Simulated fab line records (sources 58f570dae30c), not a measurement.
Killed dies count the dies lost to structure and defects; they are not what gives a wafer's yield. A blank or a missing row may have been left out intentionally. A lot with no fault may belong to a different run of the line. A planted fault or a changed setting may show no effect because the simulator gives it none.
The tool behind it: which one? || flow berkeley cmos170 || Sampling: 13 lots, 39 wafers, 6 of 331 route steps

== WHAT THE GAUGES READ, wafer by wafer ==
UCB170_M1_CD_MEAS_90: target cd 700 nm. Usual: cd nm at 700.5 nm, with a standard deviation of 2.6.
{"lot": "L714", "measured": "day 8 06:58", "on": "cd sem-01", "cd nm (nm)": "696.7 698.6 703.0", "flag": ""}
{"lot": "L716", "measured": "day 8 15:37", "on": "cd sem-02", "cd nm (nm)": "703.3 698.2 704.5", "flag": ""}
{"lot": "L715", "measured": "day 8 18:27", "on": "cd sem-01", "cd nm (nm)": "705.7 702.8 702.0", "flag": ""}
{"lot": "L717", "measured": "day 9 05:59", "on": "cd sem-02", "cd nm (nm)": "701.4 697.8 700.2", "flag": ""}
{"lot": "L718", "measured": "day 9 06:17", "on": "cd sem-01", "cd nm (nm)": "698.0 698.0 695.9", "flag": ""}
{"lot": "L720", "measured": "day 9 22:32", "on": "cd sem-01", "cd nm (nm)": "701.3 701.0 699.8", "flag": ""}
{"lot": "L721", "measured": "day 9 22:43", "on": "cd sem-01", "cd nm (nm)": "699.4 702.2 701.1", "flag": ""}
{"lot": "L726", "measured": "day 11 10:28", "on": "cd sem-01", "cd nm (nm)": "703.3 702.2 702.2", "flag": ""}
{"lot": "L729", "measured": "day 12 15:59", "on": "cd sem-02", "cd nm (nm)": "702.1 705.0 701.8", "flag": ""}
{"lot": "L734", "measured": "day 12 17:47", "on": "cd sem-02", "cd nm (nm)": "699.5 704.6 705.1", "flag": ""}
{"lot": "L735", "measured": "day 14 08:33", "on": "cd sem-01", "cd nm (nm)": "700.5 700.1 700.7", "flag": ""}
{"lot": "L736", "measured": "day 14 09:12", "on": "cd sem-01", "cd nm (nm)": "697.7 698.3 698.4", "flag": ""}
{"lot": "L737", "measured": "day 14 19:46", "on": "cd sem-01", "cd nm (nm)": "703.7 701.1 702.9", "flag": ""}

UCB170_V1_OVL_MEAS_13. Usual: for V1_OVL the level is 0 nm and the standard deviation is 4.4.
{"lot": "L714", "measured": "day 8 11:36", "on": "overlay-01", "V1_OVL (nm)": "-3 1 -6", "flag": ""}
{"lot": "L716", "measured": "day 8 19:04", "on": "overlay-02", "V1_OVL (nm)": "1 4 5", "flag": ""}
{"lot": "L715", "measured": "day 8 22:05", "on": "overlay-02", "V1_OVL (nm)": "9 9 8", "flag": ""}
{"lot": "L717", "measured": "day 9 09:35", "on": "overlay-01", "V1_OVL (nm)": "-1 0 -4", "flag": ""}
{"lot": "L718", "measured": "day 9 10:50", "on": "overlay-02", "V1_OVL (nm)": "0 -1 -2", "flag": ""}
{"lot": "L720", "measured": "day 10 03:16", "on": "overlay-02", "V1_OVL (nm)": "2 -3 -1", "flag": ""}
{"lot": "L721", "measured": "day 10 03:44", "on": "overlay-02", "V1_OVL (nm)": "7 4 5", "flag": ""}
{"lot": "L726", "measured": "day 11 15:35", "on": "overlay-02", "V1_OVL (nm)": "0 -5 1", "flag": ""}
{"lot": "L729", "measured": "day 13 11:50", "on": "overlay-01", "V1_OVL (nm)": "1 -5 5", "flag": ""}
{"lot": "L734", "measured": "day 13 11:59", "on": "overlay-01", "V1_OVL (nm)": "5 -1 -5", "flag": ""}
{"lot": "L735", "measured": "day 14 12:56", "on": "overlay-01", "V1_OVL (nm)": "1 -7 -2", "flag": ""}
{"lot": "L736", "measured": "day 14 13:30", "on": "overlay-02", "V1_OVL (nm)": "3 5 3", "flag": ""}
{"lot": "L737", "measured": "day 15 02:40", "on": "overlay-01", "V1_OVL (nm)": "0 -2 0", "flag": ""}

UCB170_M2_RS_MEAS_02: uses a four-point probe to measure. Usual: for M2_AL_RS the level is 0.0323 ohm/sq and the standard deviation is 0.00034.
{"lot": "L714", "measured": "day 8 12:14", "on": "film metro-03", "M2_AL_RS (ohm/sq)": "0.0324 0.0334 0.0328", "flag": ""}
{"lot": "L716", "measured": "day 8 19:40", "on": "film metro-03", "M2_AL_RS (ohm/sq)": "0.0324 0.0323 0.0322", "flag": ""}
{"lot": "L715", "measured": "day 8 22:40", "on": "film metro-03", "M2_AL_RS (ohm/sq)": "0.0327 0.0321 0.0327", "flag": ""}
{"lot": "L717", "measured": "day 9 10:11", "on": "film metro-04", "M2_AL_RS (ohm/sq)": "0.0324 0.0321 0.0320", "flag": ""}
{"lot": "L718", "measured": "day 9 11:25", "on": "film metro-01", "M2_AL_RS (ohm/sq)": "0.0324 0.0326 0.0326", "flag": ""}
{"lot": "L720", "measured": "day 10 03:52", "on": "film metro-01", "M2_AL_RS (ohm/sq)": "0.0319 0.0317 0.0324", "flag": ""}
{"lot": "L721", "measured": "day 10 04:19", "on": "film metro-01", "M2_AL_RS (ohm/sq)": "0.0324 0.0327 0.0328", "flag": ""}
{"lot": "L726", "measured": "day 11 16:10", "on": "film metro-03", "M2_AL_RS (ohm/sq)": "0.0317 0.0290 0.0322", "flag": "OFF"}
{"lot": "L729", "measured": "day 13 12:29", "on": "film metro-03", "M2_AL_RS (ohm/sq)": "0.0325 0.0321 0.0327", "flag": ""}
{"lot": "L734", "measured": "day 13 12:42", "on": "film metro-03", "M2_AL_RS (ohm/sq)": "0.0321 0.0322 0.0323", "flag": ""}
{"lot": "L735", "measured": "day 14 13:31", "on": "film metro-04", "M2_AL_RS (ohm/sq)": "0.0324 0.0323 0.0321", "flag": ""}
{"lot": "L736", "measured": "day 14 14:07", "on": "film metro-03", "M2_AL_RS (ohm/sq)": "0.0321 0.0325 0.0322", "flag": ""}
{"lot": "L737", "measured": "day 15 03:15", "on": "film metro-01", "M2_AL_RS (ohm/sq)": "0.0314 0.0315 0.0316", "flag": ""}

UCB170_M2_THK_MEAS_03: measures by xrf. Usual: for M2_AL_THK the level is 907 nm and the standard deviation is 11.
{"lot": "L714", "measured": "day 8 12:19", "on": "film metro-03", "M2_AL_THK (nm)": "897 877 889", "flag": ""}
{"lot": "L716", "measured": "day 8 19:46", "on": "film metro-03", "M2_AL_THK (nm)": "902 902 909", "flag": ""}
{"lot": "L715", "measured": "day 8 22:47", "on": "film metro-03", "M2_AL_THK (nm)": "891 911 894", "flag": ""}
{"lot": "L717", "measured": "day 9 10:17", "on": "film metro-04", "M2_AL_THK (nm)": "899 910 910", "flag": ""}
{"lot": "L718", "measured": "day 9 11:32", "on": "film metro-01", "M2_AL_THK (nm)": "913 907 904", "flag": ""}
{"lot": "L720", "measured": "day 10 03:58", "on": "film metro-01", "M2_AL_THK (nm)": "929 933 915", "flag": ""}
{"lot": "L721", "measured": "day 10 04:26", "on": "film metro-01", "M2_AL_THK (nm)": "910 905 904", "flag": ""}
{"lot": "L726", "measured": "day 11 16:17", "on": "film metro-03", "M2_AL_THK (nm)": "921 1007 909", "flag": "OFF"}
{"lot": "L729", "measured": "day 13 12:35", "on": "film metro-03", "M2_AL_THK (nm)": "898 905 900", "flag": ""}
{"lot": "L734", "measured": "day 13 12:49", "on": "film metro-03", "M2_AL_THK (nm)": "916 909 909", "flag": ""}
{"lot": "L735", "measured": "day 14 13:38", "on": "film metro-04", "M2_AL_THK (nm)": "904 894 909", "flag": ""}
{"lot": "L736", "measured": "day 14 14:13", "on": "film metro-03", "M2_AL_THK (nm)": "912 907 908", "flag": ""}
{"lot": "L737", "measured": "day 15 03:22", "on": "film metro-01", "M2_AL_THK (nm)": "940 932 926", "flag": ""}

== EACH LOT AND THE TOOL THAT RAN IT (in order: tool; ch and the chambers of the sampled wafers; start) ==
{"lot": "L714", "UCB170_M1_ETCH_11": "rie diel-04 ch 0,1,2, day 8 06:39", "UCB170_M2_SPUTTER_01": "pvd sputter-04, day 8 12:05"}
{"lot": "L716", "UCB170_M1_ETCH_11": "rie diel-02 ch 0,2,3, day 8 15:19", "UCB170_M2_SPUTTER_01": "pvd sputter-04, day 8 19:33"}
{"lot": "L715", "UCB170_M1_ETCH_11": "rie diel-02 ch 0,1, day 8 17:53", "UCB170_M2_SPUTTER_01": "pvd sputter-01, day 8 22:35"}
{"lot": "L717", "UCB170_M1_ETCH_11": "rie diel-02 ch 0,1,3, day 9 05:38", "UCB170_M2_SPUTTER_01": "pvd sputter-04, day 9 10:04"}
{"lot": "L718", "UCB170_M1_ETCH_11": "rie diel-04 ch 1,2, day 9 05:53", "UCB170_M2_SPUTTER_01": "pvd sputter-02, day 9 11:20"}
{"lot": "L720", "UCB170_M1_ETCH_11": "rie diel-01 ch 0,1, day 9 22:14", "UCB170_M2_SPUTTER_01": "pvd sputter-01, day 10 03:46"}
{"lot": "L721", "UCB170_M1_ETCH_11": "rie diel-02 ch 0,1,3, day 9 22:27", "UCB170_M2_SPUTTER_01": "pvd sputter-04, day 10 04:14"}
{"lot": "L726", "UCB170_M1_ETCH_11": "rie diel-01 ch 1,3, day 11 10:11", "UCB170_M2_SPUTTER_01": "pvd sputter-04, day 11 16:05"}
{"lot": "L729", "UCB170_M1_ETCH_11": "rie diel-01 ch 0,1,2, day 12 15:41", "UCB170_M2_SPUTTER_01": "pvd sputter-02, day 13 12:21"}
{"lot": "L734", "UCB170_M1_ETCH_11": "rie diel-04 ch 0,1, day 12 17:31", "UCB170_M2_SPUTTER_01": "pvd sputter-02, day 13 12:33"}
{"lot": "L735", "UCB170_M1_ETCH_11": "rie diel-04 ch 0,1,3, day 14 08:17", "UCB170_M2_SPUTTER_01": "pvd sputter-01, day 14 13:26"}
{"lot": "L736", "UCB170_M1_ETCH_11": "rie diel-01 ch 1,2, day 14 08:45", "UCB170_M2_SPUTTER_01": "pvd sputter-02, day 14 13:59"}
{"lot": "L737", "UCB170_M1_ETCH_11": "rie diel-02 ch 0,1,2, day 14 19:29", "UCB170_M2_SPUTTER_01": "pvd sputter-01, day 15 03:10"}
- UCB170_M1_ETCH_11: etches BARC in N2/H2.
- UCB170_M2_SPUTTER_01: material Al, target thk 900 nm, time 120 s.

== WHAT THE TOOLS THEMSELVES READ (means of the sampled wafers that have a number; where no wafer has one, the mark that the record gives instead) ==
UCB170_M1_ETCH_11. Usual: drypump motor current A 5.9 A, standard deviation 0.34; oes product au 0.989 a.u., standard deviation 0.018; throttle valve pct 13.35 %, standard deviation 0.11.
{"lot": "L714", "tool": "rie diel-04", "drypump motor current A (A)": 6.1, "oes product au (a.u.)": 0.998, "throttle valve pct (%)": 13.34, "flag": ""}
{"lot": "L716", "tool": "rie diel-02", "drypump motor current A (A)": 5.7, "oes product au (a.u.)": 0.992, "throttle valve pct (%)": 13.33, "flag": ""}
{"lot": "L715", "tool": "rie diel-02", "drypump motor current A (A)": 6.1, "oes product au (a.u.)": 0.988, "throttle valve pct (%)": 13.38, "flag": ""}
{"lot": "L717", "tool": "rie diel-02", "drypump motor current A (A)": 5.9, "oes product au (a.u.)": 0.977, "throttle valve pct (%)": 13.31, "flag": ""}
{"lot": "L718", "tool": "rie diel-04", "drypump motor current A (A)": 6.3, "oes product au (a.u.)": 1.012, "throttle valve pct (%)": 13.30, "flag": ""}
{"lot": "L720", "tool": "rie diel-01", "drypump motor current A (A)": 5.8, "oes product au (a.u.)": 0.974, "throttle valve pct (%)": 13.56, "flag": ""}
{"lot": "L721", "tool": "rie diel-02", "drypump motor current A (A)": 5.9, "oes product au (a.u.)": 0.982, "throttle valve pct (%)": 13.32, "flag": ""}
{"lot": "L726", "tool": "rie diel-01", "drypump motor current A (A)": 5.9, "oes product au (a.u.)": 0.995, "throttle valve pct (%)": 13.35, "flag": ""}
{"lot": "L729", "tool": "rie diel-01", "drypump motor current A (A)": 5.7, "oes product au (a.u.)": 0.968, "throttle valve pct (%)": 13.43, "flag": ""}
{"lot": "L734", "tool": "rie diel-04", "drypump motor current A (A)": 5.9, "oes product au (a.u.)": 0.998, "throttle valve pct (%)": 13.41, "flag": ""}
{"lot": "L735", "tool": "rie diel-04", "drypump motor current A (A)": 6.1, "oes product au (a.u.)": 0.999, "throttle valve pct (%)": 13.31, "flag": ""}
{"lot": "L736", "tool": "rie diel-01", "drypump motor current A (A)": 5.6, "oes product au (a.u.)": 0.977, "throttle valve pct (%)": 13.32, "flag": ""}
{"lot": "L737", "tool": "rie diel-02", "drypump motor current A (A)": 6.0, "oes product au (a.u.)": 0.990, "throttle valve pct (%)": 13.40, "flag": ""}

UCB170_M2_SPUTTER_01. Usual: cathode dc power W 6000.1 W, standard deviation 1.2; throttle valve pct 30.5 %, standard deviation 1.7.
{"lot": "L714", "tool": "pvd sputter-04", "cathode dc power W (W)": 5999.7, "throttle valve pct (%)": 31.2, "flag": ""}
{"lot": "L716", "tool": "pvd sputter-04", "cathode dc power W (W)": 6000.5, "throttle valve pct (%)": 30.3, "flag": ""}
{"lot": "L715", "tool": "pvd sputter-01", "cathode dc power W (W)": 5999.8, "throttle valve pct (%)": 31.4, "flag": ""}
{"lot": "L717", "tool": "pvd sputter-04", "cathode dc power W (W)": 5999.3, "throttle valve pct (%)": 30.4, "flag": ""}
{"lot": "L718", "tool": "pvd sputter-02", "cathode dc power W (W)": 6000.5, "throttle valve pct (%)": 28.9, "flag": ""}
{"lot": "L720", "tool": "pvd sputter-01", "cathode dc power W (W)": 6000.7, "throttle valve pct (%)": 32.1, "flag": ""}
{"lot": "L721", "tool": "pvd sputter-04", "cathode dc power W (W)": 6000.0, "throttle valve pct (%)": 31.3, "flag": ""}
{"lot": "L726", "tool": "pvd sputter-04", "cathode dc power W (W)": 6234.3, "throttle valve pct (%)": 29.7, "flag": "OFF"}
{"lot": "L729", "tool": "pvd sputter-02", "cathode dc power W (W)": 6000.9, "throttle valve pct (%)": 31.1, "flag": ""}
{"lot": "L734", "tool": "pvd sputter-02", "cathode dc power W (W)": 6001.1, "throttle valve pct (%)": 30.2, "flag": ""}
{"lot": "L735", "tool": "pvd sputter-01", "cathode dc power W (W)": 5998.6, "throttle valve pct (%)": 30.4, "flag": ""}
{"lot": "L736", "tool": "pvd sputter-02", "cathode dc power W (W)": 6000.8, "throttle valve pct (%)": 30.8, "flag": ""}
{"lot": "L737", "tool": "pvd sputter-01", "cathode dc power W (W)": 6000.5, "throttle valve pct (%)": 32.0, "flag": ""}

== THE ANSWER, worked out from the rows above alone ==
Rule: a lot is off if the mean of its wafers that have a number lies more than 3 standard deviations from the usual mean. Also off: a lot with no number at a reading for which 4 or more lots have one. Where the step has rows for the other lots, those lots are counted as sound. The gauges are gone through in route order, then the tools' own readings, and for those a lot's mean is taken as printed above. The first step at which some lot is off is used, and at that step the reading that is off furthest; a lot without a number counts as furthest.
Off: at UCB170_M2_RS_MEAS_02 (M2_AL_RS), L726.
A tool fits if, at a process step before that reading, it ran every lot that is off, and no sound lot after the first of them. Not tried: the gauges at UCB170_M2_RS_MEAS_02; whatever is off there is also off at UCB170_M2_SPUTTER_01, on other tools, and gauge error can't account for it. One fits: pvd sputter-04 at UCB170_M2_SPUTTER_01. Its last sound lot is L721 (day 10 04:14), its first lot that is off L726 (day 11 16:05): a fault that began between those two fits.
On the lots that are off, the tool's own readings at UCB170_M2_SPUTTER_01 differ by more than 5 times the standard deviation of the sound lots' means, which bears it out; cathode dc power W reads 6234.3 W there versus 6000.2 W on the sound lots.

== WHAT HAD BEEN PUT IN BY THE SIMULATOR ==
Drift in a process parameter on pvd sputter-04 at UCB170_M2_SPUTTER_01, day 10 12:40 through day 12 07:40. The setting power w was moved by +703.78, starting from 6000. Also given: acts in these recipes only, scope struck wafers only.
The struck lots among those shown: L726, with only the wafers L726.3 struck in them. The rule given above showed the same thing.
